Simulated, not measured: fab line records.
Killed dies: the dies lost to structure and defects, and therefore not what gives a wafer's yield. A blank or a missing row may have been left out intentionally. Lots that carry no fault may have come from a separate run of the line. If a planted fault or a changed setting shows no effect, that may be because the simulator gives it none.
A struck lot beside a sound one    flow berkeley-cmos170    17 out of 331 route steps
Sound: the wafers L603.4, L603.5, L603.6. Wafers L605.3, L605.4, L605.6 were the ones struck. Last of all comes the cause.
For every step that has rows: the tool of each side, followed by ch and its chambers, followed by its first start. Under that, the readings that differ: sound wafers    struck wafers    difference of the means    sigmas: that difference in standard deviations of wafers without a fault.
alike: words and numbers the same on both sides, and readings whose means are apart by under 2 such deviations; not compared: readings that were withheld, readings missing a value for some wafer, numbers with overlapping values and no deviation given by the record, and bounds like >300 which may hide the same value.
The two part at a step that has a row with sigmas, a row that says differs or no value, or rows on one side only. Numbers that don't overlap but have no deviation are shown without sigmas and don't part them. A reading that every wafer of one side lacks parts them only if that side has two wafers or more.

UCB170_NSD_CD_MEAS_06: the cd target is 1200 nm.
  sound: cd-sem-01 at day 6 15:16; struck: cd-sem-01 at day 7 11:48
  alike: cd-nm
UCB170_NSD_OVL_MEAS_07:
  sound: overlay-02 at day 6 15:20; struck: overlay-01 at day 7 11:53
  alike: NSD_OVL
then, 1 step without rows for these wafers: UCB170_NSD_IMPLANT_08.
UCB170_NSD_STRIP_09: strips in O2.
  sound on plasma-asher-04 ch 0,1, day 6 15:32; struck on plasma-asher-04 ch 0,1, day 7 12:06
  alike: drypump-motor-current-A, oes-product-au, strip-time-to-endpoint-s
  not compared: rf-hours-counter-h
UCB170_NSD_TW_MEAS_10:
  sound: film-metro-03 at day 6 15:38; struck: film-metro-02 at day 7 12:11
  alike: NSD_TW
then, 4 steps without rows for these wafers: UCB170_NSD_CLEAN_11 (cleans in SPM, time 600 s); UCB170_BACKSIDE_HMDS_00 (prime time 60 s); UCB170_BACKSIDE_COAT_01 (resist thk 900 nm); UCB170_BACKSIDE_SOFTBAKE_02 (time 60 s).
UCB170_BACKSIDE_STRIP_03: strips in O2.
  sound on plasma-asher-04 ch 0,1, day 6 16:19; struck on plasma-asher-04 ch 0,1, day 7 13:16
  alike: drypump-motor-current-A, oes-product-au, strip-time-to-endpoint-s
  not compared: rf-hours-counter-h
then, 1 step without rows for these wafers: UCB170_BACKSIDE_CLEAN_04 (cleans in SPM, time 600 s).
UCB170_SDANNEAL_RTA_00: time 10 s.
  sound on rtp-anneal-01 ch 0, day 6 16:38; struck on rtp-anneal-01 ch 0, day 7 13:53
  alike: lamp-power-pct, wafer_temp_C_max
UCB170_SDANNEAL_RTA_01: time 5 s.
  sound on rtp-anneal-01 ch 0, day 6 16:41; struck on rtp-anneal-01 ch 0, day 7 13:58
  alike: lamp-power-pct, wafer_temp_C_max
UCB170_SDANNEAL_RS_MEAS_02: measures by four-point-probe.
  sound: film-metro-02 at day 6 16:47; struck: film-metro-03 at day 7 14:05
reading          sound           struck          difference  sigmas
PSD_RS (ohm/sq)  75.4 75.4 75.4  74.1 74.2 74.3  -1.2        -4
UCB170_SDANNEAL_RS_MEAS_03: measures by four-point-probe.
  sound: film-metro-02 at day 6 16:54; struck: film-metro-03 at day 7 14:13
reading          sound              struck             difference  sigmas
NSD_RS (ohm/sq)  37.27 37.09 37.22  36.91 36.94 36.93  -0.27       -3
UCB170_SDANNEAL_RS_MEAS_04: measures by four-point-probe.
  sound: film-metro-02 at day 6 17:01; struck: film-metro-03 at day 7 14:20
  alike: PLDD_RS
then, 1 step without rows for these wafers: UCB170_M3_PROBE_99.

WHERE THEY PART
Last at UCB170_SDANNEAL_RS_MEAS_03 as far as this record goes, first at UCB170_SDANNEAL_RS_MEAS_02. Later steps at which nothing parts them and some readings are alike: UCB170_SDANNEAL_RS_MEAS_04.

WHY: what had been put in by the simulator
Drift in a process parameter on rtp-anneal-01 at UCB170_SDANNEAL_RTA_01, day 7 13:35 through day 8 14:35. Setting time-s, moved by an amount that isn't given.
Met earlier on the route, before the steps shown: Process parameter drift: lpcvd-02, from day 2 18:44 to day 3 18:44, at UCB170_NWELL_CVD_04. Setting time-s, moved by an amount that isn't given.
